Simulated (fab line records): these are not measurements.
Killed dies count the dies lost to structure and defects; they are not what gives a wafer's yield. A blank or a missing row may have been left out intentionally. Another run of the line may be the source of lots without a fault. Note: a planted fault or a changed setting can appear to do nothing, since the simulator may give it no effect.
Struck lot and sound lot, side by side -- flow berkeley-cmos170 -- 28 steps out of a route of 331
Sound: the wafers L551.1, L551.4, L551.6. Struck: wafers L542.1, L542.4, L542.5. At the end, the cause is stated.
Order at every step that has rows: each side's tool, ch and its chambers, its first start. Under that, the readings that differ: sound wafers -- struck wafers -- difference of the means -- sigmas: that difference in standard deviations of wafers without a fault.
alike: a reading whose means differ by less than 2 such deviations, as well as words and numbers matching on both sides. not compared: withheld readings; readings where some wafer has no value; bounds like >300 that might hide an equal value; numbers whose values overlap and for which the record gives no deviation.
Wherever a step has rows on one side only, a row that says differs or no value, or a row with sigmas, the two part there. Numbers that don't overlap but have no deviation are shown without sigmas and don't part them. Lack of a reading on every wafer of one side parts them only where that side has two or more wafers.

UCB170_GATE_CD_MEAS_90 targets a cd of 350 nm.
  struck on cd-sem-01, day 8 10:46; sound on cd-sem-02, day 10 00:26
  alike: cd-nm
then, 7 steps without rows for these wafers: UCB170_GATE_CLEAN_17 (cleans in SPM, time 600 s); UCB170_PLDD_HMDS_00 (prime time 60 s); UCB170_PLDD_COAT_01 (resist thk 900 nm); UCB170_PLDD_SOFTBAKE_02 (time 60 s); UCB170_PLDD_EXPOSE_03 (exposes mask PSELECT, target cd 1200 nm); UCB170_PLDD_PEB_04; UCB170_PLDD_DEVELOP_05 (develop time 45 s).
UCB170_PLDD_CD_MEAS_06 targets a cd of 1200 nm.
  struck on cd-sem-02, day 8 12:25; sound on cd-sem-01, day 10 01:45
  alike: cd-nm
UCB170_PLDD_OVL_MEAS_07:
  struck on overlay-01, day 8 12:32; sound on overlay-02, day 10 01:52
  alike: PLDD_OVL
then, 2 steps without rows for these wafers: UCB170_PLDD_IMPLANT_08; UCB170_PLDD_IMPLANT_09.
UCB170_PLDD_STRIP_10: strips in O2.
  sound on plasma-asher-02 ch 0, day 10 02:13; struck on plasma-asher-03 ch 1, day 8 12:53
  no value came back on the struck wafers for chamber-pressure-mTorr (mTorr), drypump-motor-current-A (A), oes-product-au (a.u.), strip-time-to-endpoint-s (s); on the sound wafers chamber-pressure-mTorr (mTorr) reads 3503 3499 3502
reading,sound,struck,difference,sigmas
model.KrF_of_PLDD_COAT_01.thk-nm (nm),0 0 0,884.1 882.1 882.2,+882.8,
  not compared: rf-hours-counter-h
UCB170_PLDD_TW_MEAS_11:
  struck on film-metro-04, day 8 12:59; sound on film-metro-02, day 10 02:19
  alike: PLDD_TW
then, 7 steps without rows for these wafers: UCB170_PLDD_CLEAN_12 (cleans in SPM, time 600 s); UCB170_NLDD_HMDS_00 (prime time 60 s); UCB170_NLDD_COAT_01 (resist thk 900 nm); UCB170_NLDD_SOFTBAKE_02 (time 60 s); UCB170_NLDD_EXPOSE_03 (exposes mask NSELECT, target cd 1200 nm); UCB170_NLDD_PEB_04; UCB170_NLDD_DEVELOP_05 (develop time 45 s).
UCB170_NLDD_CD_MEAS_06 targets a cd of 1200 nm.
  struck on cd-sem-01, day 8 14:37; sound on cd-sem-01, day 10 04:23
  alike: cd-nm
UCB170_NLDD_OVL_MEAS_07:
  struck on overlay-02, day 8 14:44; sound on overlay-02, day 10 04:31
  alike: NLDD_OVL
then, 2 steps without rows for these wafers: UCB170_NLDD_IMPLANT_08; UCB170_NLDD_IMPLANT_09.
UCB170_NLDD_STRIP_10: strips in O2.
  sound on plasma-asher-04 ch 0,1, day 10 04:50; struck on plasma-asher-02 ch 0,1, day 8 15:04
reading,sound,struck,difference,sigmas
drypump-motor-current-A (A),5.25 5.25 5.43,5.62 6.04 6.03,+0.59,+2
oes-product-au (a.u.),0.735 0.730 0.738,0.741 0.750 0.742,+0.010,+2
strip-time-to-endpoint-s (s),21.69 21.70 21.62,47.83 47.73 47.78,+26.11,+99 or more
  alike: chamber-pressure-mTorr
  not compared: rf-hours-counter-h
UCB170_NLDD_TW_MEAS_11:
  struck on film-metro-02, day 8 15:10; sound on film-metro-02, day 10 04:56
reading,sound,struck,difference,sigmas
NLDD_TW,2229 2223 2222,30 30 30,-2195,-99 or more
then, 1 step without rows for these wafers: UCB170_NLDD_CLEAN_12 (cleans in SPM, time 600 s).

WHERE THEY PART
At UCB170_PLDD_STRIP_10 first; at UCB170_NLDD_TW_MEAS_11 last (within this record only).

WHY: what had been put in by the simulator
Beginning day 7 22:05, the whole step at UCB170_PLDD_STRIP_10 was skipped on plasma-asher-03. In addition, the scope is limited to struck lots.
